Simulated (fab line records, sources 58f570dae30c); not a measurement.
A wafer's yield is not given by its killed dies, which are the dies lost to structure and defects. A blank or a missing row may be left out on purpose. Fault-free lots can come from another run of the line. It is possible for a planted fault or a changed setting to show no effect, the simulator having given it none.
fab line records :: flow berkeley_cmos170
[record]
  lots = 11
  wafers = 33
  last_day = 13
route steps=331 shown NWELL@15
lots that met no fault: from a run of the same line without faults
start_h: the number of hours between the record's first day and the start of the first shown wafer of the lot :: wait_h: hours from the lot's prior step to this one :: " the same as in the row above :: L1.1+2: a row that stands for several wafers :: - no value, or no start given :: * or withheld: withheld :: < > ~ a bound
route shown NAME@n: NAME is a module with steps in the file, n the number in the route of the first one :: usual: mean/standard deviation of fault-free wafers :: same: alike in all rows :: chamber/n: place in a boat :: sites: each site's reading :: _std_site: the standard deviation of these :: _edge_site: outer sites' mean less inner sites' :: radius_mm: for every site, how far away it sits from the centre of the wafer :: mask NAME#n: copy n :: behind: the tool/chamber that last shaped the wafer :: hold: the reason the lot was held/the length of the hold in hours/how it ended :: device: which transistor (n, p or np) failed to switch :: end of line: the same wafers' tests at the end of the route :: a step without rows: its recipe alone :: killed: not the wafer's yield, but the dies lost to structure and defects at the first sort :: map: a wafer's dies, x killed, . not, _ none there
set.NAME: the setting the step ran with; set.NAME@STEP: the setting that earlier step ran with :: model.NAME: the simulator's own value behind a step, which no gauge read
route steps across a sampled set of lots; one table per step, one row per wafer
services: a tool's chamber out of use, with start hour (start_h, from the record's first day; less than 0 if before it), hours out, and reason
[[steps]]
[step UCB170_NWELL_OXIDATION_01]
[recipe]
  temp_c = 1000
  ambient = O2
  target_thk_a = 264
  ox_time_s = 1260
[usual]
  spike_tc_centre_C = 1001.9/1.2
  spike_tc_load_C = 1023.4/2.4
  spike_tc_source_C = 1028/4.2
  tube_center_temp_C = 999.98/0.092
  tube_center_temp_C_max = 1002.5/0.41
  zone_power_load_pct = 30.6/1.1
  zone_power_source_pct = 30.8/2.7
lot.wafer: L175.1
tool: furnace-02
chamber: 0
start_h: 26.12
wait_h: 4.0
spike_tc_centre_C: 1003.0
spike_tc_load_C: 1020.7
spike_tc_source_C: 1019
tube_center_temp_C: 999.98
tube_center_temp_C_max: 1003.4
zone_power_load_pct: 29.3
zone_power_source_pct: 32.5

lot.wafer: L175.4
tool: furnace-02
chamber: 0
start_h: 26.12
wait_h: 4.0
spike_tc_centre_C: 1002.2
spike_tc_load_C: 1021.1
spike_tc_source_C: 1019
tube_center_temp_C: 1000.1
tube_center_temp_C_max: 1002.8
zone_power_load_pct: 29.3
zone_power_source_pct: 32.4

lot.wafer: L175.5
tool: furnace-02
chamber: 0
start_h: 26.12
wait_h: 4.0
spike_tc_centre_C: 1004.2
spike_tc_load_C: 1021.6
spike_tc_source_C: 1018
tube_center_temp_C: 1000.1
tube_center_temp_C_max: 1002.4
zone_power_load_pct: 29.4
zone_power_source_pct: 32.2

lot.wafer: L176.4
tool: furnace-02
chamber: 0
start_h: 26.12
wait_h: 0.2
spike_tc_centre_C: 1004.5
spike_tc_load_C: 1021.5
spike_tc_source_C: 1020
tube_center_temp_C: 1000
tube_center_temp_C_max: 1002.5
zone_power_load_pct: 29.9
zone_power_source_pct: 32.5

lot.wafer: L176.5
tool: furnace-02
chamber: 0
start_h: 26.12
wait_h: 0.2
spike_tc_centre_C: 1004.3
spike_tc_load_C: 1020.7
spike_tc_source_C: 1021
tube_center_temp_C: 999.94
tube_center_temp_C_max: 1002.7
zone_power_load_pct: 30.1
zone_power_source_pct: 32.2

lot.wafer: L176.6
tool: furnace-02
chamber: 0
start_h: 26.12
wait_h: 0.2
spike_tc_centre_C: 1002.6
spike_tc_load_C: 1021.9
spike_tc_source_C: 1020
tube_center_temp_C: 999.91
tube_center_temp_C_max: 1002.1
zone_power_load_pct: 29.2
zone_power_source_pct: 32.5

lot.wafer: L177.2
tool: furnace-04
chamber: 0
start_h: 36.92
wait_h: 1.2
spike_tc_centre_C: 1003.3
spike_tc_load_C: 1026.9
spike_tc_source_C: 1027
tube_center_temp_C: 999.95
tube_center_temp_C_max: 1002.4
zone_power_load_pct: 29.1
zone_power_source_pct: 35.2

lot.wafer: L177.5
tool: furnace-04
chamber: 0
start_h: 36.92
wait_h: 1.2
spike_tc_centre_C: 1001.2
spike_tc_load_C: 1027.6
spike_tc_source_C: 1024
tube_center_temp_C: 1000
tube_center_temp_C_max: 1003.2
zone_power_load_pct: 28.8
zone_power_source_pct: 35.0

lot.wafer: L177.6
tool: furnace-04
chamber: 0
start_h: 36.92
wait_h: 1.2
spike_tc_centre_C: 1002.6
spike_tc_load_C: 1028.8
spike_tc_source_C: 1027
tube_center_temp_C: 999.85
tube_center_temp_C_max: 1003.0
zone_power_load_pct: 28.7
zone_power_source_pct: 34.8

lot.wafer: L178.1
tool: furnace-04
chamber: 0
start_h: 36.92
wait_h: 1.2
spike_tc_centre_C: 1002.1
spike_tc_load_C: 1027.5
spike_tc_source_C: 1028
tube_center_temp_C: 1000.1
tube_center_temp_C_max: 1001.8
zone_power_load_pct: 29.3
zone_power_source_pct: 35.4

lot.wafer: L178.3
tool: furnace-04
chamber: 0
start_h: 36.92
wait_h: 1.2
spike_tc_centre_C: 1002.7
spike_tc_load_C: 1026.7
spike_tc_source_C: 1028
tube_center_temp_C: 999.97
tube_center_temp_C_max: 1002.4
zone_power_load_pct: 28.9
zone_power_source_pct: 35.3

lot.wafer: L178.5
tool: furnace-04
chamber: 0
start_h: 36.92
wait_h: 1.2
spike_tc_centre_C: 999.6
spike_tc_load_C: 1028.0
spike_tc_source_C: 1027
tube_center_temp_C: 999.9
tube_center_temp_C_max: 1002.5
zone_power_load_pct: 28.9
zone_power_source_pct: 35.1

lot.wafer: L182.1
tool: furnace-01
chamber: 0
start_h: 62.29
wait_h: 2.9
spike_tc_centre_C: 1001.5
spike_tc_load_C: 1022.4
spike_tc_source_C: 1032
tube_center_temp_C: 1000
tube_center_temp_C_max: 1002.6
zone_power_load_pct: 31.3
zone_power_source_pct: 28.8

lot.wafer: L182.2
tool: furnace-01
chamber: 0
start_h: 62.29
wait_h: 2.9
spike_tc_centre_C: 1002.5
spike_tc_load_C: 1023.1
spike_tc_source_C: 1031
tube_center_temp_C: 1000
tube_center_temp_C_max: 1002.3
zone_power_load_pct: 31.4
zone_power_source_pct: 29.1

lot.wafer: L182.3
tool: furnace-01
chamber: 0
start_h: 62.29
wait_h: 2.9
spike_tc_centre_C: 1001.1
spike_tc_load_C: 1025.3
spike_tc_source_C: 1031
tube_center_temp_C: 1000
tube_center_temp_C_max: 1002.8
zone_power_load_pct: 31.3
zone_power_source_pct: 28.5

lot.wafer: L184.2
tool: furnace-01
chamber: 0
start_h: 66.49
wait_h: 4.1
spike_tc_centre_C: 1001.2
spike_tc_load_C: 1022.3
spike_tc_source_C: 1031
tube_center_temp_C: 999.89
tube_center_temp_C_max: 1002.4
zone_power_load_pct: 31.8
zone_power_source_pct: 28.6

lot.wafer: L184.3
tool: furnace-01
chamber: 0
start_h: 66.49
wait_h: 4.1
spike_tc_centre_C: 1000.8
spike_tc_load_C: 1022.3
spike_tc_source_C: 1032
tube_center_temp_C: 1000.2
tube_center_temp_C_max: 1002.1
zone_power_load_pct: 31.0
zone_power_source_pct: 28.8

lot.wafer: L184.5
tool: furnace-01
chamber: 0
start_h: 66.49
wait_h: 4.1
spike_tc_centre_C: 1000.9
spike_tc_load_C: 1022.6
spike_tc_source_C: 1032
tube_center_temp_C: 1000
tube_center_temp_C_max: 1003.0
zone_power_load_pct: 31.3
zone_power_source_pct: 28.4

lot.wafer: L185.3
tool: furnace-01
chamber: 0
start_h: 75.85
wait_h: 3.8
spike_tc_centre_C: 1033.3
spike_tc_load_C: 1054.4
spike_tc_source_C: 1062
tube_center_temp_C: 1030.5
tube_center_temp_C_max: 1033.3
zone_power_load_pct: 33.7
zone_power_source_pct: 31.2

lot.wafer: L185.4
tool: furnace-01
chamber: 0
start_h: 75.85
wait_h: 3.8
spike_tc_centre_C: 1031.9
spike_tc_load_C: 1054.3
spike_tc_source_C: 1059
tube_center_temp_C: 1030.5
tube_center_temp_C_max: 1033.5
zone_power_load_pct: 33.6
zone_power_source_pct: 31.1

lot.wafer: L185.5
tool: furnace-01
chamber: 0
start_h: 75.85
wait_h: 3.8
spike_tc_centre_C: 1032.6
spike_tc_load_C: 1053.7
spike_tc_source_C: 1062
tube_center_temp_C: 1030.4
tube_center_temp_C_max: 1032.3
zone_power_load_pct: 33.8
zone_power_source_pct: 31.3

lot.wafer: L186.4
tool: furnace-01
chamber: 0
start_h: 79.87
wait_h: 2.6
spike_tc_centre_C: 1032.0
spike_tc_load_C: 1053.2
spike_tc_source_C: 1062
tube_center_temp_C: 1030.3
tube_center_temp_C_max: 1033.2
zone_power_load_pct: 34.5
zone_power_source_pct: 30.8

lot.wafer: L186.5
tool: furnace-01
chamber: 0
start_h: 79.87
wait_h: 2.6
spike_tc_centre_C: 1033.8
spike_tc_load_C: 1054.0
spike_tc_source_C: 1062
tube_center_temp_C: 1030.4
tube_center_temp_C_max: 1033.2
zone_power_load_pct: 33.9
zone_power_source_pct: 31.1

lot.wafer: L186.6
tool: furnace-01
chamber: 0
start_h: 79.87
wait_h: 2.6
spike_tc_centre_C: 1030.3
spike_tc_load_C: 1053.7
spike_tc_source_C: 1060
tube_center_temp_C: 1030.4
tube_center_temp_C_max: 1032.8
zone_power_load_pct: 33.7
zone_power_source_pct: 31.3

lot.wafer: L196.1
tool: furnace-02
chamber: 0
start_h: 133.69
wait_h: 7.1
spike_tc_centre_C: 1003.4
spike_tc_load_C: 1021.3
spike_tc_source_C: 1021
tube_center_temp_C: 1000.1
tube_center_temp_C_max: 1002.6
zone_power_load_pct: 29.7
zone_power_source_pct: 32.5

lot.wafer: L196.2
tool: furnace-02
chamber: 0
start_h: 133.69
wait_h: 7.1
spike_tc_centre_C: 1003.6
spike_tc_load_C: 1020.0
spike_tc_source_C: 1021
tube_center_temp_C: 1000.1
tube_center_temp_C_max: 1002.4
zone_power_load_pct: 29.4
zone_power_source_pct: 31.5

lot.wafer: L196.4
tool: furnace-02
chamber: 0
start_h: 133.69
wait_h: 7.1
spike_tc_centre_C: 1004.0
spike_tc_load_C: 1021.1
spike_tc_source_C: 1019
tube_center_temp_C: 999.84
tube_center_temp_C_max: 1002.4
zone_power_load_pct: 29.7
zone_power_source_pct: 31.4

lot.wafer: L197.4
tool: furnace-02
chamber: 0
start_h: 133.69
wait_h: 1.8
spike_tc_centre_C: 1003.7
spike_tc_load_C: 1021.6
spike_tc_source_C: 1020
tube_center_temp_C: 1000
tube_center_temp_C_max: 1002.2
zone_power_load_pct: 29.7
zone_power_source_pct: 32.3

lot.wafer: L197.5
tool: furnace-02
chamber: 0
start_h: 133.69
wait_h: 1.8
spike_tc_centre_C: 1002.2
spike_tc_load_C: 1022.2
spike_tc_source_C: 1019
tube_center_temp_C: 1000
tube_center_temp_C_max: 1002.6
zone_power_load_pct: 29.3
zone_power_source_pct: 31.7

lot.wafer: L197.6
tool: furnace-02
chamber: 0
start_h: 133.69
wait_h: 1.8
spike_tc_centre_C: 1004.2
spike_tc_load_C: 1022.8
spike_tc_source_C: 1021
tube_center_temp_C: 1000.1
tube_center_temp_C_max: 1002.3
zone_power_load_pct: 29.6
zone_power_source_pct: 31.9

lot.wafer: L198.1
tool: furnace-04
chamber: 0
start_h: 144.29
wait_h: 6.7
spike_tc_centre_C: 1002.3
spike_tc_load_C: 1029.0
spike_tc_source_C: 1027
tube_center_temp_C: 999.86
tube_center_temp_C_max: 1002.5
zone_power_load_pct: 29.4
zone_power_source_pct: 35.3

lot.wafer: L198.3
tool: furnace-04
chamber: 0
start_h: 144.29
wait_h: 6.7
spike_tc_centre_C: 1001.0
spike_tc_load_C: 1027.2
spike_tc_source_C: 1026
tube_center_temp_C: 999.88
tube_center_temp_C_max: 1002.3
zone_power_load_pct: 29.5
zone_power_source_pct: 35.1

lot.wafer: L198.4
tool: furnace-04
chamber: 0
start_h: 144.29
wait_h: 6.7
spike_tc_centre_C: 1003.8
spike_tc_load_C: 1026.7
spike_tc_source_C: 1026
tube_center_temp_C: 999.95
tube_center_temp_C_max: 1002.4
zone_power_load_pct: 28.9
zone_power_source_pct: 34.3
[step UCB170_NWELL_THK_MEAS_02]
[recipe]
  reads = SiO2_of_NWELL_OXIDATION_01
[usual]
  NWELL_OXIDE_THK = 26.1/0.48
lot.wafer: L175.1
tool: film_metro-04
chamber: -
start_h: 27.47
wait_h: 0.0
NWELL_OXIDE_THK[nm]: 26.2

lot.wafer: L175.4
tool: film_metro-04
chamber: -
start_h: 27.47
wait_h: 0.0
NWELL_OXIDE_THK[nm]: 26.6

lot.wafer: L175.5
tool: film_metro-04
chamber: -
start_h: 27.47
wait_h: 0.0
NWELL_OXIDE_THK[nm]: 25.9

lot.wafer: L176.4
tool: film_metro-02
chamber: -
start_h: 27.50
wait_h: 0.0
NWELL_OXIDE_THK[nm]: 26.7

lot.wafer: L176.5
tool: film_metro-02
chamber: -
start_h: 27.50
wait_h: 0.0
NWELL_OXIDE_THK[nm]: 26.7

lot.wafer: L176.6
tool: film_metro-02
chamber: -
start_h: 27.50
wait_h: 0.0
NWELL_OXIDE_THK[nm]: 26.4

lot.wafer: L178.1
tool: film_metro-02
chamber: -
start_h: 38.27
wait_h: 0.0
NWELL_OXIDE_THK[nm]: 25.9

lot.wafer: L178.3
tool: film_metro-02
chamber: -
start_h: 38.27
wait_h: 0.0
NWELL_OXIDE_THK[nm]: 26.1

lot.wafer: L178.5
tool: film_metro-02
chamber: -
start_h: 38.27
wait_h: 0.0
NWELL_OXIDE_THK[nm]: 25.9

lot.wafer: L177.2
tool: film_metro-04
chamber: -
start_h: 38.28
wait_h: 0.0
NWELL_OXIDE_THK[nm]: 26.7

lot.wafer: L177.5
tool: film_metro-04
chamber: -
start_h: 38.28
wait_h: 0.0
NWELL_OXIDE_THK[nm]: 26.6

lot.wafer: L177.6
tool: film_metro-04
chamber: -
start_h: 38.28
wait_h: 0.0
NWELL_OXIDE_THK[nm]: 26.4

lot.wafer: L182.1
tool: film_metro-02
chamber: -
start_h: 63.64
wait_h: 0.0
NWELL_OXIDE_THK[nm]: 25.8

lot.wafer: L182.2
tool: film_metro-02
chamber: -
start_h: 63.64
wait_h: 0.0
NWELL_OXIDE_THK[nm]: 26.3

lot.wafer: L182.3
tool: film_metro-02
chamber: -
start_h: 63.64
wait_h: 0.0
NWELL_OXIDE_THK[nm]: 26.5

lot.wafer: L184.2
tool: film_metro-04
chamber: -
start_h: 67.85
wait_h: 0.0
NWELL_OXIDE_THK[nm]: 27.2

lot.wafer: L184.3
tool: film_metro-04
chamber: -
start_h: 67.85
wait_h: 0.0
NWELL_OXIDE_THK[nm]: 26.4

lot.wafer: L184.5
tool: film_metro-04
chamber: -
start_h: 67.85
wait_h: 0.0
NWELL_OXIDE_THK[nm]: 27.4

lot.wafer: L185.3
tool: film_metro-02
chamber: -
start_h: 77.22
wait_h: 0.0
NWELL_OXIDE_THK[nm]: 33.8

lot.wafer: L185.4
tool: film_metro-02
chamber: -
start_h: 77.22
wait_h: 0.0
NWELL_OXIDE_THK[nm]: 34.3

lot.wafer: L185.5
tool: film_metro-02
chamber: -
start_h: 77.22
wait_h: 0.0
NWELL_OXIDE_THK[nm]: 34.3

lot.wafer: L186.4
tool: film_metro-04
chamber: -
start_h: 81.25
wait_h: 0.0
NWELL_OXIDE_THK[nm]: 34.1

lot.wafer: L186.5
tool: film_metro-04
chamber: -
start_h: 81.25
wait_h: 0.0
NWELL_OXIDE_THK[nm]: 34.0

lot.wafer: L186.6
tool: film_metro-04
chamber: -
start_h: 81.25
wait_h: 0.0
NWELL_OXIDE_THK[nm]: 34.6

lot.wafer: L196.1
tool: film_metro-04
chamber: -
start_h: 135.04
wait_h: 0.0
NWELL_OXIDE_THK[nm]: 26.4

lot.wafer: L196.2
tool: film_metro-04
chamber: -
start_h: 135.04
wait_h: 0.0
NWELL_OXIDE_THK[nm]: 26.4

lot.wafer: L196.4
tool: film_metro-04
chamber: -
start_h: 135.04
wait_h: 0.0
NWELL_OXIDE_THK[nm]: 26.5

lot.wafer: L197.4
tool: film_metro-04
chamber: -
start_h: 135.13
wait_h: 0.1
NWELL_OXIDE_THK[nm]: 25.7

lot.wafer: L197.5
tool: film_metro-04
chamber: -
start_h: 135.13
wait_h: 0.1
NWELL_OXIDE_THK[nm]: 26.0

lot.wafer: L197.6
tool: film_metro-04
chamber: -
start_h: 135.13
wait_h: 0.1
NWELL_OXIDE_THK[nm]: 25.9

lot.wafer: L198.1
tool: film_metro-04
chamber: -
start_h: 145.64
wait_h: 0.0
NWELL_OXIDE_THK[nm]: 26.0

lot.wafer: L198.3
tool: film_metro-04
chamber: -
start_h: 145.64
wait_h: 0.0
NWELL_OXIDE_THK[nm]: 26.7

lot.wafer: L198.4
tool: film_metro-04
chamber: -
start_h: 145.64
wait_h: 0.0
NWELL_OXIDE_THK[nm]: 26.7
[[services]]
tool: furnace-02
chamber: -
start_h: 128.18
hours: 3.8
kind: pm
[[key]]
[first_sign]
  step = UCB170_NWELL_OXIDATION_01
  reading = tube_center_temp_C
  direction = up
  sigmas = 99+
  usual = *
  struck = *
[effect]
  step = UCB170_NWELL_OXIDATION_01
  reading = tube_center_temp_C_max
  direction = up
  sigmas = 75
  usual = *
  struck = *
[effect]
  step = UCB170_NWELL_THK_MEAS_02
  reading = NWELL_OXIDE_THK
  direction = up
  sigmas = 17
  usual = 26.1
  struck = 34.2
met_at UCB170_NWELL_OXIDATION_01
struck_lots L185,L186
tester_left_out L185,L186
onset_between 66.49 75.85
[fault]
  kind = process_parameter_drift
  tool = furnace-01
  chamber = -
  onset_h = 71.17
  steps = UCB170_NWELL_OXIDATION_01
  channel = temp_c
  offset = *
  shape = step
  end_h = 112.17
  acts_in = *
  stated = *
// tester_left_out: of these lots the tester's yield and bins aren't shown, on N5 and GAA mostly nor the transistor test; their killed dies are dies lost to structure and defects alone, not to doping, threshold or leakage, so they don't give the yield
